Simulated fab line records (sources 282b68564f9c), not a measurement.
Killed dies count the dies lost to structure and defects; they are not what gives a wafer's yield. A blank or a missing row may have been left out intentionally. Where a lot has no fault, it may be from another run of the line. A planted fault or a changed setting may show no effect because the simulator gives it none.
A lot that was struck, set against a sound lot :: flow rit cmos :: 20 steps out of a route of 202
Sound: these wafers, L796.1, L796.4, L796.6. Wafers struck: L807.1, L807.2, L807.3. The cause is named last.
At each step with rows: each side's tool, then ch and its chambers, then its first start. Under that, the readings that differ: sound wafers :: struck wafers :: difference of the means :: sigmas: that difference in standard deviations of wafers without a fault.
alike: readings with means less than 2 such deviations apart, plus words and numbers identical on both sides. not compared: withheld readings, readings lacking a value on some wafer, bounds such as >300 that could conceal the same value, and numbers that have no deviation in the record and whose values overlap.
The two part at a step that has a row with sigmas, a row that says differs or no value, or rows on one side only. When numbers do not overlap yet have no deviation, they are printed without sigmas and do not part them. A reading that every wafer of one side lacks parts them only if that side has two wafers or more.

first, 2 steps without rows for these wafers: RIT_NWELL_HARDBAKE_07 (time 120 s); RIT_NWELL_IMPLANT_08.
RIT_NWELL_STRIP_09: strips in O2, time 180 s.
  sound on plasma asher-03 ch 0,1, day 1 21:03; struck on plasma asher-04 ch 0,1, day 4 03:48
  alike: drypump motor current A
  not compared: rf hours counter h
RIT_NWELL_TW_MEAS_10:
  sound on film metro-04, day 1 21:13; struck on film metro-01, day 4 03:58
  alike: NWELL_TW
then, 6 steps without rows for these wafers: RIT_PWELL_HMDS_00 (prime time 60 s); RIT_PWELL_COAT_01 (resist thk 1300 nm); RIT_PWELL_SOFTBAKE_02 (time 60 s); RIT_PWELL_EXPOSE_03 (exposes mask M3, target cd 43700 nm); RIT_PWELL_PEB_04; RIT_PWELL_DEVELOP_05 (develop time 68 s).
RIT_PWELL_OVL_MEAS_06:
  sound on overlay-01, day 1 22:17; struck on overlay-02, day 4 05:06
  alike: PWELL_OVL
then, 1 step without rows for these wafers: RIT_PWELL_HARDBAKE_07 (time 120 s).
RIT_PWELL_IMPLANT_08:
  sound on implanter-04 ch 0, day 1 22:34; struck on implanter-04 ch 0, day 4 05:23
reading: beam energy keV
sound: 170.06 169.95 169.96
struck: 190.53 190.54 190.61
difference: +20.57
sigmas: +99 or more

reading: model.implant.rp nm (nm)
sound: 483.7 483.7 483.7
struck: 520.8 520.8 520.8
difference: +37.1
sigmas: 

reading: model.implant.drp nm (nm)
sound: 102.9 102.9 102.9
struck: 106.9 106.9 106.9
difference: +4.0
sigmas: 
  alike: dose ions cm2
RIT_PWELL_STRIP_09: strips in O2, time 180 s.
  sound on plasma asher-01 ch 1, day 1 22:43; struck on plasma asher-01 ch 0,1, day 4 05:32
  alike: drypump motor current A
  not compared: rf hours counter h
RIT_PWELL_TW_MEAS_10:
  sound on film metro-01, day 1 22:54; struck on film metro-02, day 4 05:43
  alike: PWELL_TW
then, 1 step without rows for these wafers: RIT_WELLDRIVE_ANNEAL_00 (time 14700 s).
RIT_WELLDRIVE_RS_MEAS_01: measurement is done with a four-point probe.
  sound on film metro-04, day 2 04:02; struck on film metro-01, day 4 11:27
  alike: NWELL_RS
RIT_WELLDRIVE_RS_MEAS_02: measurement is done with a four-point probe.
  sound on film metro-04, day 2 04:10; struck on film metro-01, day 4 11:34
reading: PWELL_RS (ohm/sq)
sound: 428.8 428.0 426.8
struck: 421.1 423.2 421.8
difference: -5.8
sigmas: -5
then, 1 step without rows for these wafers: RIT_NRETRO_HMDS_00 (prime time 60 s).
RIT_M1_PROBE_99:
  sound on prober-01, day 3 08:55; struck on prober-02, day 5 16:32
reading: model.etest.pwell.rs ohm sq
sound: 416.1 412.8 415.9
struck: 403 408.7 402.1
difference: -10
sigmas: 

reading: model.etest.diode nplus pwell.bv v (V)
sound: 6.034 6.03 5.999
struck: 6.137 6.125 6.19
difference: +0.130
sigmas: 

reading: model.etest.diode nplus pwell.cj ff um2
sound: 2.072 2.072 2.071
struck: 2.002 2.005 2.02
difference: -0.063
sigmas: 

reading: model.etest.cap n gate.c min ff um2
sound: 2.366 2.388 2.386
struck: 2.337 2.336 2.328
difference: -0.046
sigmas: 

reading: model.etest.nmos narrow.vt less v (V)
sound: 0.03781 0.03612 0.03628
struck: 0.0397 0.03825 0.0379
difference: +0.0019
sigmas: 
  alike: killed_at_M0_to_M3, killed at contacts, killed at front end, killed dies, killed open, killed short

WHERE THEY PART
Last at RIT_WELLDRIVE_RS_MEAS_02 as far as this record goes, first at RIT_PWELL_IMPLANT_08. Later steps at which nothing parts them and some readings are alike: RIT_M1_PROBE_99.

WHY: the cause the simulator had injected
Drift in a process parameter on implanter-04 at RIT_PWELL_IMPLANT_08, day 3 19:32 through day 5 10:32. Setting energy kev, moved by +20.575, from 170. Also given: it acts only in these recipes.
